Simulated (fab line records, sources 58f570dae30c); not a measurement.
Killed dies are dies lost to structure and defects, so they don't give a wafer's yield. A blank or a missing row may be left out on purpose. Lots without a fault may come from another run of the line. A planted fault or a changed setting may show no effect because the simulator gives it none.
Chamber matching | flow berkeley_cmos170 | UCB170_V2_CMP_02 on cmp-02: 4 sister chambers
The step polishes SiO2. 8 wafers are shown with their chamber, then 7 later ones without.

WAFERS WITH THEIR CHAMBER
wafer  | chamber | motor_current_A (A)
L289.6 | 2       | 16.1
L290.4 | 2       | 16.9
L293.5 | 0       | 15.3
L292.2 | 0       | 14.6
L292.4 | 3       | 15.2
L292.5 | 1       | 16.4
L300.3 | 1       | 16.0
L300.4 | 3       | 16.2

WAFERS WITHOUT THEIR CHAMBER
wafer  | motor_current_A (A)
L300.6 | 16.6
L305.1 | 17.1
L305.2 | 14.5
L305.4 | 17.3
L304.1 | 16.1
L304.3 | 15.3
L304.5 | 16.7

WHICH CHAMBER EACH WENT THROUGH
wafer  | from the rows above               | in truth
L300.6 | can't be placed: 2 or 1 or 3      | 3
L305.1 | can't be placed: 2 or 1 or 3      | 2
L305.2 | can't be placed: 0 or 3           | 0
L305.4 | can't be placed: 2 or 1 or 3      | 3
L304.1 | can't be placed: 1 or 2 or 3 or 0 | 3
L304.3 | can't be placed: 0 or 3 or 1 or 2 | 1
L304.5 | can't be placed: 2 or 1 or 3      | 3
Placed correctly: 0 of 7. Can't be placed from these rows: 7 (the true chamber is among the candidates in 7). Placed wrongly: 0.
How it was worked out, from the rows above alone: a wafer's distance from a chamber is the root of the sum, over the readings, of the square of ((its reading less the chamber's mean) divided by the reading's scatter). The wafer belongs to the nearest chamber; if the next one is less than 2 further off, it can't be placed. A chamber's mean is the mean of its shown wafers. The scatter: the root of (the sum of the squares of (reading less its chamber's mean) over the shown wafers, divided by (wafers less chambers)).
